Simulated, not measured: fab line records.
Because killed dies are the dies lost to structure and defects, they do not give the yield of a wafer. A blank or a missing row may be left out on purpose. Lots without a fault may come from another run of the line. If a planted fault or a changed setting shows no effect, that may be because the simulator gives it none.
A lot that was struck, set against a sound lot    flow rit cmos    14 out of 202 route steps
Sound: wafers L354.4, L354.5, L354.6. Wafers L358.1, L358.3, L358.6 were the ones struck. The cause is named last.
Per side, at each step with rows, come the tool, then ch with its chambers, and then its first start. Under that, the readings that differ: sound wafers    struck wafers    difference of the means    sigmas: that difference in standard deviations of wafers without a fault.
alike: same words and numbers on both sides, and readings whose means sit less than 2 such deviations apart. not compared: any withheld reading, any reading some wafer has no value for, any bound like >300 that may hide the same value, and any number with overlapping values for which the record gives no deviation.
The two part at a step that has a row with sigmas, a row that says differs or no value, or rows on one side only. Numbers that don't overlap but have no deviation are shown without sigmas and don't part them. A reading missing from all wafers of one side parts the sides only when that side holds two or more wafers.

first, 3 steps without rows for these wafers: RIT_NLDD_EXPOSE_03 (exposes mask M7, target cd 40700 nm); RIT_NLDD_PEB_04; RIT_NLDD_DEVELOP_05 (develop time 50 s).
RIT_NLDD_OVL_MEAS_06:
  struck on overlay-01, day 4 18:38; sound on overlay-02, day 4 01:49
  alike: NLDD_OVL
then, 2 steps without rows for these wafers: RIT_NLDD_HARDBAKE_07 (time 60 s); RIT_NLDD_IMPLANT_08.
RIT_NLDD_STRIP_09: strips in O2, time 180 s.
  sound on plasma asher-01 ch 0,1, day 4 02:25; struck on plasma asher-01 ch 0,1, day 4 18:59
  alike: drypump motor current A
  not compared: rf hours counter h
RIT_NLDD_TW_MEAS_10:
  struck on film metro-04, day 4 19:09; sound on film metro-03, day 4 02:34
  alike: NLDD_TW
then, 4 steps without rows for these wafers: RIT_PLDD_HMDS_00 (prime time 60 s); RIT_PLDD_COAT_01 (resist thk 1000 nm); RIT_PLDD_SOFTBAKE_02 (time 60 s); RIT_PLDD_EXPOSE_03 (exposes mask M8, target cd 40900 nm).
RIT_PLDD_PEB_04:
  sound on litho track-01 ch 0, day 4 03:14; struck on litho track-04, day 4 19:47
reading          sound           struck  difference                     sigmas
exhaust pa (Pa)  45.1 45.2 45.3  - - -   no value on the struck wafers  
  not compared: chill plate temp C
then, 1 step without rows for these wafers: RIT_PLDD_DEVELOP_05 (develop time 50 s).

## WHERE THEY PART
RIT_PLDD_PEB_04 only, going by this record.

WHY: the cause the simulator had injected
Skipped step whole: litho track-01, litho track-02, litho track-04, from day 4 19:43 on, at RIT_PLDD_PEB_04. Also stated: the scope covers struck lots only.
